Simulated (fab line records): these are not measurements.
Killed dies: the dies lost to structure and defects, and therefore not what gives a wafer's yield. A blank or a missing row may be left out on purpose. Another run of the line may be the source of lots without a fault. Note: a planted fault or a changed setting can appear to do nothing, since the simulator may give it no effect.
fab line records    flow rit-cmos
record lots=6  wafers=18  last-day=7
route steps=202 shown M1@184
lots with no fault: from the same line, run without faults
start-h: the number of hours between the record's first day and the start of the first shown wafer of the lot    wait-h: hours elapsed since this lot's preceding step    " repeats the value in the row above    L1.1+2: one row covering several wafers at once    - value missing, or start not given    * or withheld: withheld    < > ~ a bound
route shown NAME@n: NAME is a module with steps in the file, n the number in the route of the first one    usual: mean/standard deviation of fault-free wafers    same: alike in all rows    chamber/n: place in a boat    sites: the reading at each site    _std_site: standard deviation across them    _edge_site: outer sites' mean less inner sites'    radius-mm: for every site, how far away it sits from the centre of the wafer    mask NAME#n: copy n    behind: the most recent tool/chamber to have shaped the wafer    hold: the reason the lot was held/the length of the hold in hours/how it ended    device: the n, p or np transistor that did not switch    end of line: the same wafers' tests at the end of the route    a step with no rows: only its recipe    killed: the dies lost at the first sort to structure and to defects; this is not the yield of the wafer    map: the dies of a wafer, with x for killed, . for not killed, _ for no die there
set.NAME: the setting that was run; set.NAME@STEP: the one run at that earlier step    model.NAME: the simulator's own value behind a step, which no gauge read
lots at selected steps of the route; one table per step, one row per wafer
services: from which hour (start-h, from the record's first day; less than 0 if before it) a tool's chamber was out of use, for how many hours, and why
## steps
# step RIT_M1_SPUTTER_00
# recipe material=Al  target-thk-nm=400  power-w=2000  chamber-pressure-pa=0.4  gas=Ar  time-s=500  substrate-temp-c=25
# usual chamber-pressure-pa=0.4001/0.00086  throttle-valve-pct=29.9/1.3
# same time-s=500
lot.wafer  tool            chamber  start-h  wait-h  chamber-pressure-pa  throttle-valve-pct
L655.2     pvd-sputter-01  -        85.31    0.0     0.4013               30.5
L655.3     "               -        "        "       0.4004               28.8
L655.5     "               -        "        "       0.4003               30.8
L656.2     pvd-sputter-02  -        89.32    0.0     0.4009               31.7
L656.4     "               -        "        "       0.4007               27.7
L656.5     "               -        "        "       0.4009               28.0
L662.1     pvd-sputter-02  -        119.29   0.0     0.3999               27.7
L662.3     "               -        "        "       0.3985               31.1
L662.4     "               -        "        "       0.4002               29.7
L665.1     pvd-sputter-02  -        132.33   0.0     0.4010               27.7
L665.4     "               -        "        "       0.3994               29.8
L665.5     "               -        "        "       0.3990               30.0
L669.3     pvd-sputter-02  -        155.81   0.0     0.4000               29.8
L669.4     "               -        "        "       0.4018               28.0
L669.5     "               -        "        "       0.4003               31.6
L672.4     pvd-sputter-01  -        170.61   0.0     0.3995               29.1
L672.5     "               -        "        "       0.3998               28.9
L672.6     "               -        "        "       0.3989               28.3
# step RIT_M1_RS_MEAS_01
# recipe thk-meas-gauge=four-point-probe  reads=Al_of_M1_SPUTTER_00
# usual M1_AL_RS=0.0734/0.00078
lot.wafer  tool           chamber  start-h  wait-h  M1_AL_RS[ohm/sq]
L655.2     film-metro-01  -        85.62    0.2     0.0740
L655.3     "              -        "        "       0.0729
L655.5     "              -        "        "       0.0747
L656.2     film-metro-01  -        89.64    0.2     0.0727
L656.4     "              -        "        "       0.0732
L656.5     "              -        "        "       0.0728
L662.1     film-metro-01  -        119.58   0.1     0.0734
L662.3     "              -        "        "       0.0733
L662.4     "              -        "        "       0.0737
L665.1     film-metro-01  -        132.63   0.1     0.0725
L665.4     "              -        "        "       0.0725
L665.5     "              -        "        "       0.0727
L669.3     film-metro-03  -        156.14   0.2     0.0741
L669.4     "              -        "        "       0.0752
L669.5     "              -        "        "       0.0736
L672.4     film-metro-01  -        170.97   0.2     0.0733
L672.5     "              -        "        "       0.0736
L672.6     "              -        "        "       0.0731
# step RIT_M1_THK_MEAS_02
# recipe thk-meas-gauge=xrf  reads=Al_of_M1_SPUTTER_00
# usual M1_AL_THK=397/4.7
lot.wafer  tool           chamber  start-h  wait-h  M1_AL_THK[nm]
L655.2     film-metro-01  -        85.73    0.1     396
L655.3     "              -        "        "       401
L655.5     "              -        "        "       391
L656.2     film-metro-01  -        89.75    0.1     404
L656.4     "              -        "        "       399
L656.5     "              -        "        "       401
L662.1     film-metro-01  -        119.70   0.1     395
L662.3     "              -        "        "       399
L662.4     "              -        "        "       398
L665.1     film-metro-01  -        132.75   0.1     402
L665.4     "              -        "        "       402
L665.5     "              -        "        "       403
L669.3     film-metro-03  -        156.24   0.1     392
L669.4     "              -        "        "       386
L669.5     "              -        "        "       395
L672.4     film-metro-01  -        171.06   0.1     398
L672.5     "              -        "        "       396
L672.6     "              -        "        "       400
# step RIT_M1_HMDS_03
# recipe prime-time-s=60  prime-temp-c=140
# step RIT_M1_COAT_04
# recipe resist=NOVOLAK  spin-rpm=2000  resist-thk-nm=1300
# step RIT_M1_SOFTBAKE_05
# recipe resist=NOVOLAK  temp-c=90  time-s=60
# step RIT_M1_EXPOSE_06
# recipe mask-id=M12  na=0.6  source-shape=conventional  sigma-outer=0.5  target-cd-nm=2600  dose-mj=250
# step RIT_M1_PEB_07
# recipe resist=NOVOLAK  temp-c=withheld  time-s=withheld
# step RIT_M1_DEVELOP_08
# recipe resist=NOVOLAK  develop-time-s=68  dev-temp-c=23
# step RIT_M1_CD_MEAS_09
# recipe target-cd-nm=2600
# usual cd-nm=2599.9/2.7
lot.wafer  tool       chamber  start-h  wait-h  cd-nm
L655.2     cd-sem-01  -        86.81    -       2600.4
L655.3     "          -        "        "       2602.0
L655.5     "          -        "        "       2599.5
L656.2     cd-sem-02  -        90.89    -       2600.1
L656.4     "          -        "        "       2599.2
L656.5     "          -        "        "       2599.2
L662.1     cd-sem-02  -        120.80   -       2599.4
L662.3     "          -        "        "       2597.7
L662.4     "          -        "        "       2599.8
L665.1     cd-sem-02  -        133.81   -       2607.1
L665.4     "          -        "        "       2605.3
L665.5     "          -        "        "       2605.4
L669.3     cd-sem-01  -        157.20   -       2601.3
L669.4     "          -        "        "       2603.7
L669.5     "          -        "        "       2604.6
L672.4     cd-sem-01  -        172.12   -       2603.0
L672.5     "          -        "        "       2601.8
L672.6     "          -        "        "       2602.3
# step RIT_M1_OVL_MEAS_10
# usual M1_OVL=0.9/1.5
lot.wafer  tool        chamber  start-h  wait-h  M1_OVL[nm]
L655.2     overlay-02  -        86.92    0.1     1.3
L655.3     "           -        "        "       0.8
L655.5     "           -        "        "       0.0
L656.2     overlay-02  -        90.99    0.1     1.1
L656.4     "           -        "        "       2.7
L656.5     "           -        "        "       2.4
L662.1     overlay-02  -        120.92   0.1     0.6
L662.3     "           -        "        "       -1.6
L662.4     "           -        "        "       0.4
L665.1     overlay-01  -        133.93   0.1     0.1
L665.4     "           -        "        "       1.1
L665.5     "           -        "        "       0.0
L669.3     overlay-01  -        157.29   0.1     1.8
L669.4     "           -        "        "       2.0
L669.5     "           -        "        "       0.6
L672.4     overlay-02  -        172.20   0.1     1.7
L672.5     "           -        "        "       3.4
L672.6     "           -        "        "       0.6
# step RIT_M1_HARDBAKE_11
# recipe resist=NOVOLAK  temp-c=140  time-s=120
# step RIT_M1_METAL_ETCH_12
# recipe stop-on=SiO2  chemistry=Cl2/BCl3  target=Al  time-s=165  over-etch-frac=0.5  pressure-mtorr=100  target-depth-a=6000  rf-w=250  Cl2_flow_sccm=60  bcl3-flow-sccm=50
# usual drypump-motor-current-A=5.7/0.39  oes-product-au=0.780/0.017  throttle-valve-pct=8.19/0.089
# same time-s=165
lot.wafer  tool          chamber  start-h  wait-h  drypump-motor-current-A  oes-product-au  rf-hours-counter-h  throttle-valve-pct  model.NOVOLAK_of_M1_COAT_04.thk-nm  model.SiO2_of_CONTACT_CVD_00.thk-nm  model.M1.feature-depth-nm
L655.2     rie-metal-03  0        87.20    0.2     5.9                      0.805           4                   8.14                805.5                               353.5                                428.3
L655.3     "             1        "        "       5.1                      0.792           -                   8.07                803                                 366.2                                434.9
L655.5     "             1        "        "       5.1                      0.782           -                   8.08                804.2                               365.3                                425.1
L656.2     rie-metal-01  1        91.27    0.2     5.5                      0.762           1                   8.15                787.7                               362.2                                436.6
L656.4     "             0        "        "       6.0                      0.773           -                   8.34                804.5                               372.9                                432.5
L656.5     "             0        "        "       6.0                      0.781           -                   8.33                797.5                               370.1                                435.2
L662.1     rie-metal-01  1        121.24   0.2     5.5                      0.765           1                   8.14                795.5                               356.6                                432.4
L662.3     "             0        "        "       6.0                      0.787           -                   8.34                691.7                               347.5                                444.7
L662.4     "             1        "        "       5.5                      0.770           -                   8.13                797.2                               357.1                                432.1
L665.1     rie-metal-01  1        134.22   0.2     5.5                      0.770           1                   8.16                799.5                               362.3                                437.6
L665.4     "             0        "        "       6.0                      0.784           -                   8.33                689.8                               351.3                                449.1
L665.5     "             0        "        "       6.0                      0.788           -                   8.33                691.2                               351.6                                448.2
L669.3     rie-metal-02  0        157.62   0.2     6.2                      0.793           -                   8.26                805.1                               364.6                                428.1
L669.4     "             1        "        "       5.6                      0.739           -                   8.22                815.5                               367.7                                422
L669.5     "             0        "        "       6.2                      0.797           -                   8.24                809                                 369                                  431.3
L672.4     rie-metal-02  1        172.52   0.1     5.6                      0.760           -                   8.23                816.4                               359.8                                431.5
L672.5     "             0        "        "       6.2                      0.788           -                   8.27                814.5                               369                                  430.5
L672.6     "             1        "        "       5.7                      0.753           -                   8.20                821.6                               356.3                                431.8
# step RIT_M1_STRIP_13
# recipe chemistry=nmp  resist=NOVOLAK  temp-c=80  time-s=600  dry=n2-spin
# step RIT_M1_PROBE_99
# usual defect-limited-yield=97.5/1.2  killed-at-contacts=0.0/0.22  killed-at-front-end=7/3  killed-dies=7/3.1  killed-open=3.4/2.1  killed-short=3.2/1.9  sort_bin_3_pad_short=0.1/0.25  sort_bin_5_function=1.4/0.76  sort_bin_6_memory=1.0/0.7  sort-n-pass=257/3.1  sort-yield-pct=97.5/1.2
# same gross-dies=264  killed_at_M0_to_M3=0  killed_at_M4_up=0  killed-at-back-side=0  killed-at-other=0
lot.wafer  tool       chamber  start-h  wait-h  defect-limited-yield[%]  killed-at-contacts  killed-at-front-end  killed-dies  killed-open  killed-short  sort_bin_3_pad_short[%]  sort_bin_5_function[%]  sort_bin_6_memory[%]  sort-n-pass  sort-yield-pct[%]  model.etest.antenna-m1.vt-shift-v
L655.2     prober-02  -        90.15    0.1     97.7                     0                   6                    6            2            4             0                        1.5                     0.8                   258          97.7               -0.01437
L655.3     prober-02  -        90.20    0.2     95.5                     1                   11                   12           8            4             0.4                      2.7                     1.5                   252          95.5               -0.0118
L655.5     prober-02  -        90.30    0.2     96.2                     0                   10                   10           5            5             0                        1.1                     2.7                   254          96.2               -0.01302
L656.2     prober-01  -        93.57    0.1     98.5                     0                   4                    4            0            4             0.8                      0.8                     0                     260          98.5               -0.008315
L656.4     prober-01  -        93.67    0.2     98.5                     0                   4                    4            2            2             0                        1.1                     0.4                   260          98.5               -0.01114
L656.5     prober-01  -        93.72    0.2     96.6                     0                   9                    9            4            5             0.4                      0.8                     2.3                   255          96.6               -0.01104
L662.1     prober-01  -        123.58   0.1     97.7                     0                   6                    6            4            2             0.4                      1.9                     0                     258          97.7               -0.01184
L662.3     prober-01  -        123.68   0.2     94.7                     0                   14                   14           10           4             0.4                      1.9                     3.0                   250          94.7               -0.02072
L662.4     prober-01  -        123.73   0.2     97.3                     0                   7                    7            3            4             0                        1.1                     1.5                   257          97.3               -0.008976
L665.1     prober-02  -        137.79   0.1     97.7                     0                   6                    6            4            2             0                        1.9                     0.4                   258          97.7               -0.01258
L665.4     prober-02  -        137.94   0.2     98.1                     0                   5                    5            2            3             0.4                      0.8                     0.8                   259          98.1               -0.0223
L665.5     prober-02  -        137.99   0.2     96.6                     0                   9                    9            7            2             0                        1.9                     1.5                   255          96.6               -0.0233
L669.3     prober-02  -        159.93   0.2     93.6                     0                   17                   17           9            8             0.4                      3.4                     2.7                   247          93.6               -0.01256
L669.4     prober-02  -        159.98   0.2     97.3                     0                   7                    7            4            3             0                        1.9                     0.8                   257          97.3               -0.01323
L669.5     prober-02  -        160.03   0.2     97.3                     0                   7                    7            3            4             0.4                      1.1                     1.1                   257          97.3               -0.01356
L672.4     prober-01  -        175.24   0.2     97.3                     0                   7                    7            3            4             0                        1.9                     0.8                   257          97.3               -0.007854
L672.5     prober-01  -        175.29   0.2     97.7                     0                   6                    6            4            2             0                        2.3                     0                     258          97.7               -0.009859
L672.6     prober-01  -        175.34   0.2     98.9                     0                   3                    3            1            2             0.4                      0.8                     0                     261          98.9               -0.009485
# killed by level:class
L655.2 GATE:geometric-particle:short=2 GATE:geometric-particle:open=1 REOX:geometric-particle:open=1 SPACER:geometric-particle:short=1 SILICIDE:geometric-particle:short=1
L655.3 SILICIDE:geometric-particle:open=4 GATE:geometric-particle:open=3 FOX1:geometric-particle:open=1 GATE:geometric-particle:short=1 SPACER:geometric-particle:short=1 SILICIDE:geometric-particle:short=1 CONTACT:geometric-particle:short=1
L655.5 GATE:geometric-particle:open=4 FOX2:geometric-particle:short=3 FOX1:geometric-particle:short=1 FOX2:geometric-particle:open=1 GATE:geometric-particle:short=1
L656.2 GATE:geometric-particle:short=2 SPACER:geometric-particle:short=1 SILICIDE:geometric-particle:short=1
L656.4 FOX1:geometric-particle:open=1 GATE:geometric-particle:short=1 SILICIDE:geometric-particle:short=1 SILICIDE:geometric-particle:open=1
L656.5 GATE:geometric-particle:open=3 FOX1:geometric-particle:short=2 FOX2:geometric-particle:short=1 SPACER:geometric-particle:short=1 SILICIDE:geometric-particle:short=1 SILICIDE:geometric-particle:open=1
L662.1 GATE:geometric-particle:open=3 GATE:geometric-particle:short=1 REOX:geometric-particle:short=1 REOX:geometric-particle:open=1
L662.3 REOX:geometric-particle:open=5 GATE:geometric-particle:open=3 SILICIDE:geometric-particle:open=2 FOX1:geometric-particle:short=1 GATE:geometric-particle:short=1 REOX:geometric-particle:short=1 SILICIDE:geometric-particle:short=1
L662.4 FOX1:geometric-particle:short=2 GATE:geometric-particle:open=2 GATE:geometric-particle:short=1 REOX:geometric-particle:short=1 SILICIDE:geometric-particle:open=1
L665.1 FOX1:geometric-particle:open=2 GATE:geometric-particle:open=2 FOX1:geometric-particle:short=1 SILICIDE:geometric-particle:short=1
L665.4 SILICIDE:geometric-particle:short=2 REOX:geometric-particle:open=1 SPACER:geometric-particle:open=1 SPACER:geometric-particle:short=1
L665.5 FOX1:geometric-particle:open=3 REOX:geometric-particle:open=2 SPACER:geometric-particle:short=2 GATE:geometric-particle:open=1 SPACER:geometric-particle:open=1
L669.3 GATE:geometric-particle:open=5 REOX:geometric-particle:short=4 REOX:geometric-particle:open=2 SILICIDE:geometric-particle:short=2 FOX1:geometric-particle:open=1 FOX2:geometric-particle:short=1 FOX2:geometric-particle:open=1 GATE:geometric-particle:short=1
L669.4 SPACER:geometric-particle:open=2 GATE:geometric-particle:short=1 GATE:geometric-particle:open=1 REOX:geometric-particle:open=1 REOX:geometric-particle:short=1 SILICIDE:geometric-particle:short=1
L669.5 FOX2:geometric-particle:short=1 GATE:geometric-particle:open=1 REOX:geometric-particle:short=1 SPACER:geometric-particle:open=1 SPACER:geometric-particle:short=1 SILICIDE:geometric-particle:open=1 SILICIDE:geometric-particle:short=1
L672.4 FOX1:geometric-particle:open=1 FOX2:geometric-particle:short=1 GATE:geometric-particle:open=1 GATE:geometric-particle:short=1 REOX:geometric-particle:open=1 SPACER:geometric-particle:short=1 SILICIDE:geometric-particle:short=1
L672.5 FOX2:geometric-particle:open=2 GATE:geometric-particle:short=2 GATE:geometric-particle:open=1 SPACER:geometric-particle:open=1
L672.6 FOX2:geometric-particle:short=1 SPACER:geometric-particle:open=1 SPACER:geometric-particle:short=1
## services
tool            chamber  start-h  hours  kind
rie-metal-02    0        83.78    8.7    repair
rie-metal-01    -        88.05    2.8    pm
pvd-sputter-01  -        107.00   1.3    repair
rie-metal-02    -        136.12   20.0   pm
rie-metal-02    0        136.12   20.0   vent-cycle
rie-metal-02    1        136.12   20.0   vent-cycle
rie-metal-01    -        145.40   1.0    repair
rie-metal-02    0        156.12   -      clean
rie-metal-02    1        156.12   -      clean
## key
first-sign none at tools or gauges
model-effect step=RIT_M1_METAL_ETCH_12  value=NOVOLAK_of_M1_COAT_04.thk-nm  without=806.7  struck=690.9
model-effect step=RIT_M1_PROBE_99  value=etest.antenna-m1.vt-shift-v  without=-0.01148  struck=-0.02211
met-at RIT_M1_METAL_ETCH_12
struck-wafers L662.3,L665.4,L665.5
onset-between 91.27 121.24
fault kind=process-parameter-drift  tool=rie-metal-01  chamber=0  onset-h=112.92  steps=RIT_M1_METAL_ETCH_12  channel=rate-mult  offset=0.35  shape=step  end-h=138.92
